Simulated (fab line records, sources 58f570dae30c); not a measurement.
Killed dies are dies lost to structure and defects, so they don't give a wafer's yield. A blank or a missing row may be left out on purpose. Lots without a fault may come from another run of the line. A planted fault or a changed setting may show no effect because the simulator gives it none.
Problem report in the 8D (eight disciplines) form, filled by code | flow berkeley_cmos170 | the parts of the form that need people (team, actions taken, sign-off) are left out

1. THE PROBLEM
run_length_s at UCB170_M3_METAL_ETCH_18 reads a mean of 230.6 s on 6 wafers of 2 lots; wafers without a fault read 223.6 s with a standard deviation of 0.42. That is +17 standard deviations from the usual mean.
The step: etches Al in Cl2/BCl3, stops on SiO2, target depth 1170 nm, time 195 s.
First seen on wafer L753.2, day 11 21:16, on rie_metal-04. The record holds 18 wafers of 6 lots with a number at this step. Rule for "out", or "out of limits": more than 4 standard deviations from the usual mean. The other wafers with a number count as sound.

2. WHAT IT IS AND WHAT IT IS NOT
question                    | is                     | is not
which readings at this step | run_length_s           | drypump_motor_current_A, rf_fwd_power_W, throttle_valve_pct
which lots                  | L752, L753             | L740, L742, L757, L759
which wafers of those lots  | all that have a number | -
read on which tools         | rie_metal-04           | rie_metal-02, rie_metal-03
when                        | from day 11 21:16      | up to then (6 sound wafers); but 6 sound wafers of L757, L759 came after

3. SUSPECTS, AND WHAT RULES EACH OUT
Counting: a tool at a process step up to the reading stays a suspect if it ran every lot that is out and no sound lot after the first of them.
- plasma_asher-04 at UCB170_M3_STRIP_07 (strips in O2): ruled out as a lasting fault. Sound lots L759, L757 ran on it after its first lot that is out, L753 (day 11 19:47).
- rie_diel-03 at UCB170_M3_ETCH_17 (etches BARC in N2/H2): ruled out as a lasting fault. Sound lots L757 ran on it after its first lot that is out, L753 (day 11 21:13).
- rie_metal-04 at UCB170_M3_METAL_ETCH_18 (etches Al in Cl2/BCl3, stops on SiO2, target depth 1170 nm, time 195 s): kept. It ran every lot that is out, first L753 (day 11 21:16), and no sound lot after that; its last sound lot up to then is L740 (day 10 05:34). Its own readings are out on those wafers: run_length_s.
Left after counting: rie_metal-04 at UCB170_M3_METAL_ETCH_18.

4. THE CAUSE (what the simulator had put in)
Process parameter drift: rie_metal-04, from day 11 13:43 on, at UCB170_M3_METAL_ETCH_18. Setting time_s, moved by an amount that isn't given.
Counting left only this tool.

5. THE CHAIN OF EFFECTS, in route order
Each row: a reading whose mean over the struck wafers that have a number lies more than 3 standard deviations from the usual. Only readings for which the record gives a usual standard deviation are gone through. hours: the time from each lot's start at the first step in this table that gives one to its start at this step, as a median over the lots. sigmas: the change in usual standard deviations.
hours | step                    | reading      | usual   | on struck wafers | change | sigmas
0     | UCB170_M3_METAL_ETCH_18 | run_length_s | 223.6 s | 230.6            | +7.0   | +17
The process steps in it:
- UCB170_M3_METAL_ETCH_18: etches Al in Cl2/BCl3, stops on SiO2, target depth 1170 nm, time 195 s.

6. WHAT WOULD HAVE CAUGHT IT SOONER
In this record the first reading out of limits was taken at day 11 21:16, 8 hours after the fault began at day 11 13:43.
